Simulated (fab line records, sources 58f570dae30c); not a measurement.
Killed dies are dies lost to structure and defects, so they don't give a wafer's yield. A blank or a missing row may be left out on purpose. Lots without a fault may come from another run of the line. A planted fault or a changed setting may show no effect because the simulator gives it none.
Which tool did it? | flow berkeley_cmos170 | 13 lots, 39 wafers sampled, at 2 steps of a route of 331

WHAT THE GAUGES READ, wafer by wafer
UCB170_ACTIVE_CD_MEAS_13: target cd 1200 nm.
lot  | measured    | on        | cd_nm (nm)
L542 | day 4 01:22 | cd_sem-01 | 1199.7 1200.4 1200.0
L546 | day 5 08:07 | cd_sem-02 | 1200.5 1201.1 1199.8
L548 | day 5 12:37 | cd_sem-02 | 1284.8 1284.8 1284.1
L554 | day 6 01:05 | cd_sem-02 | 1202.5 1201.0 1202.5
L556 | day 7 01:32 | cd_sem-02 | 1198.2 1196.2 1198.8
L558 | day 7 07:27 | cd_sem-02 | 1200.4 1202.2 1202.4
L557 | day 7 08:02 | cd_sem-02 | 1198.7 1199.3 1199.9
L559 | day 7 16:01 | cd_sem-02 | 1200.4 1200.2 1202.0
L561 | day 7 20:56 | cd_sem-01 | 1200.8 1200.6 1200.5
L560 | day 7 21:02 | cd_sem-02 | 1201.0 1199.6 1199.9
L562 | day 8 01:25 | cd_sem-02 | 1200.5 1200.5 1200.3
L563 | day 8 15:48 | cd_sem-02 | 1200.0 1202.0 1202.2
L565 | day 8 15:55 | cd_sem-01 | 1198.1 1199.7 1199.7

WHICH TOOL RAN EACH LOT (tool, then ch and the chambers of the sampled wafers, then the start)
lot  | UCB170_ACTIVE_EXPOSE_10
L542 | krf_scanner-01 ch 0, day 4 00:07
L546 | krf_scanner-01 ch 0, day 5 07:01
L548 | krf_scanner-02 ch 0, day 5 12:02
L554 | krf_scanner-02 ch 0, day 6 00:35
L556 | krf_scanner-01 ch 0, day 7 01:09
L558 | krf_scanner-01 ch 0, day 7 07:03
L557 | krf_scanner-02 ch 0, day 7 07:20
L559 | krf_scanner-02 ch 0, day 7 15:32
L561 | krf_scanner-02 ch 0, day 7 20:08
L560 | krf_scanner-01 ch 0, day 7 20:23
L562 | krf_scanner-02 ch 0, day 8 01:02
L563 | krf_scanner-01 ch 0, day 8 15:16
L565 | krf_scanner-01 ch 0, day 8 15:25
- UCB170_ACTIVE_EXPOSE_10: exposes mask ACTIVE, target cd 1200 nm.

WHAT THE TOOLS THEMSELVES READ (means of the sampled wafers that have a number; where no wafer has one, the mark that the record gives instead)
The record holds no such reading with a usual standard deviation.

THE ANSWER, worked out from the rows above alone
Rule: what is usual is taken from the lots themselves. Put in order of their means at a reading, lots are off if they are a third of the lots or fewer, leave a main group of 4 or more, and stand apart from it by a gap of 3 or more times the standard deviation of the main group's means; of several such gaps the widest counts. A main group whose means are all the same, to the digits that the tables above print for the reading, isn't used. A lot without any number at a reading at which 4 lots or more have one is off too. The other lots that the step has rows for count as sound. The gauges are gone through in route order, then the tools' own readings, and for those a lot's mean is taken as printed above. The first step at which some lot is off is used, and at that step the reading that is off furthest; a lot without a number counts as furthest.
Off: L548, at UCB170_ACTIVE_CD_MEAS_13 (cd_nm). The main group: mean 1200.3 nm, standard deviation 1.1.
A tool fits if, at a process step before that reading, it ran every lot that is off, and no sound lot after the first of them. The gauges at UCB170_ACTIVE_CD_MEAS_13 are tried like those tools. None of those tried fits.

WHAT THE SIMULATOR HAD PUT IN
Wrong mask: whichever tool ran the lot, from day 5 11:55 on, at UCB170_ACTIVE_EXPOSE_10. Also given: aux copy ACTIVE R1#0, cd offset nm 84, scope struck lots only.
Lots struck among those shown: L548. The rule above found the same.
